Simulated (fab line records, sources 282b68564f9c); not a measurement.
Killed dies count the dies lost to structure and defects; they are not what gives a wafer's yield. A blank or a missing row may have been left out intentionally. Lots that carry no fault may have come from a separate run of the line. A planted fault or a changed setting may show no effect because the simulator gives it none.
Split-lot experiment ; flow rit_cmos ; route with 202 steps; 5 lots, 23 wafers read

ABOUT THE SPLIT
At RIT_PLDD_IMPLANT_08, the setting dose_cm2 was moved away from the recipe's 9e+14 on 12 of the 23 wafers read, by -3.8% to +5.5%. All remaining wafers had this setting at the recipe value.

FROM THE SPLIT TO THE READING: what the file shows between them, 8 steps
- RIT_PLDD_STRIP_09: strips in O2, time 180 s
- RIT_SPACER_CLEAN_00: cleans in SC1, time 600 s
- RIT_SPACER_CVD_03: deposits Si3N4 from SiH2Cl2/NH3, target thk 250 nm, time 3300 s (also split here: temp_c)
- RIT_SPACER_THK_MEAS_04
- RIT_SPACER_ETCHBACK_05: etches Si3N4 in SF6/CHF3, stops on SiO2, target depth 250 nm, time 240 s
- RIT_NSD_IMPLANT_08 (also split here: energy_kev)
- RIT_PSD_DEVELOP_05: develop time 50 s (also split here: develop_time_s)
- RIT_PSD_HARDBAKE_07: time 60 s

THE READING
Measured at RIT_SDANNEAL_RS_MEAS_06 by four-point probe: PLDD_RS, in ohm/sq. Typical for fault-free wafers on this fab line: 178.8 ohm/sq, with standard deviation 0.4 ohm/sq.

wafer;tool, chamber at the split;dose_cm2 as run;against the recipe;PLDD_RS, ohm/sq;against lot-mates on the recipe
L074.1;implanter-02, 0;9e+14;recipe;178.8;-
L074.2;implanter-02, 0;9.498e+14;+5.5%;174.5;-4.5
L074.3;implanter-02, 0;9.498e+14;+5.5%;174.8;-4.2
L074.4;implanter-02, 0;9.498e+14;+5.5%;175.1;-3.9
L074.6;implanter-02, 0;9e+14;recipe;179.2;-
L080.3;implanter-02, 0;9e+14;recipe;178.9;-
L080.4;implanter-02, 0;9e+14;recipe;178.8;-
L080.5;implanter-02, 0;9e+14;recipe;179.3;-
L082.1;implanter-04, 0;8.733e+14;-3.0%;181.3;+2.4
L082.2;implanter-04, 0;9e+14;recipe;179.1;-
L082.4;implanter-04, 0;8.733e+14;-3.0%;181.5;+2.6
L082.5;implanter-04, 0;8.733e+14;-3.0%;181.5;+2.6
L082.6;implanter-04, 0;9e+14;recipe;178.8;-
L083.1;implanter-04, 0;8.656e+14;-3.8%;181.6;+2.9
L083.2;implanter-04, 0;9e+14;recipe;178.5;-
L083.3;implanter-04, 0;8.656e+14;-3.8%;182.5;+3.8
L083.4;implanter-04, 0;8.656e+14;-3.8%;182.1;+3.4
L083.6;implanter-04, 0;9e+14;recipe;178.8;-
L084.1;implanter-04, 0;9.296e+14;+3.3%;175.8;-2.8
L084.2;implanter-04, 0;9e+14;recipe;178.4;-
L084.3;implanter-04, 0;9e+14;recipe;178.7;-
L084.4;implanter-04, 0;9.296e+14;+3.3%;176.1;-2.5
L084.6;implanter-04, 0;9.296e+14;+3.3%;175.9;-2.7

FIT RESULTS
A straight line over all 23 wafers: PLDD_RS changes by -0.803 ohm/sq for each +1% of dose_cm2; r = -0.99; the points scatter about the line by 0.32 ohm/sq.
The same after taking each lot's own level away (the mean of its wafers on the recipe; 23 wafers): -0.809 ohm/sq for each +1%; r = -0.99; scatter 0.26 ohm/sq.
According to that fit, moving dose_cm2 by its largest amount changes the reading by 4.5 ohm/sq.
The lots' own levels span 178.55 to 179.00 ohm/sq, that is 1.1 times the standard deviation above.
Hence the lot-to-lot level has little effect on the slope; both slopes agree.
Check: -4.35 ohm/sq against its lot-mates is what the line predicts for one of the wafers moved furthest among these (+5.5%) when that wafer is left out of the fit. It came out at -4.5 ohm/sq against them.

FURTHER SPLITS ON THESE WAFERS
Note: prior to the reading, these wafers also went through further splits. Each is held against what the fit with the lots' levels taken away leaves over:
other split on the same wafers;wafers away from the commonest value;r with PLDD_RS (lot level and that fit taken away)
RIT_ACTIVE_CVD_03 nh3_flow_sccm;15;+0.15
RIT_ACTIVE_CLEAN_16 time_s;15;-0.17
RIT_NRETRO_SOFTBAKE_02 temp_c;10;+0.02
RIT_NRETRO_DEVELOP_05 develop_time_s;11;-0.01
RIT_GATE_DEVELOP_15 dev_temp_c;10;-0.34
RIT_REOX_OXIDATION_03 temp_c;18;-0.11
RIT_NLDD_IMPLANT_08 energy_kev;7;-0.16
RIT_SPACER_CVD_03 temp_c;5;+0.15
RIT_NSD_IMPLANT_08 energy_kev;5;-0.31
RIT_PSD_DEVELOP_05 develop_time_s;9;+0.11

FILE'S OWN FIT
PLDD_RS changes by -0.809 ohm/sq for each +1% of dose_cm2, r = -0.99.
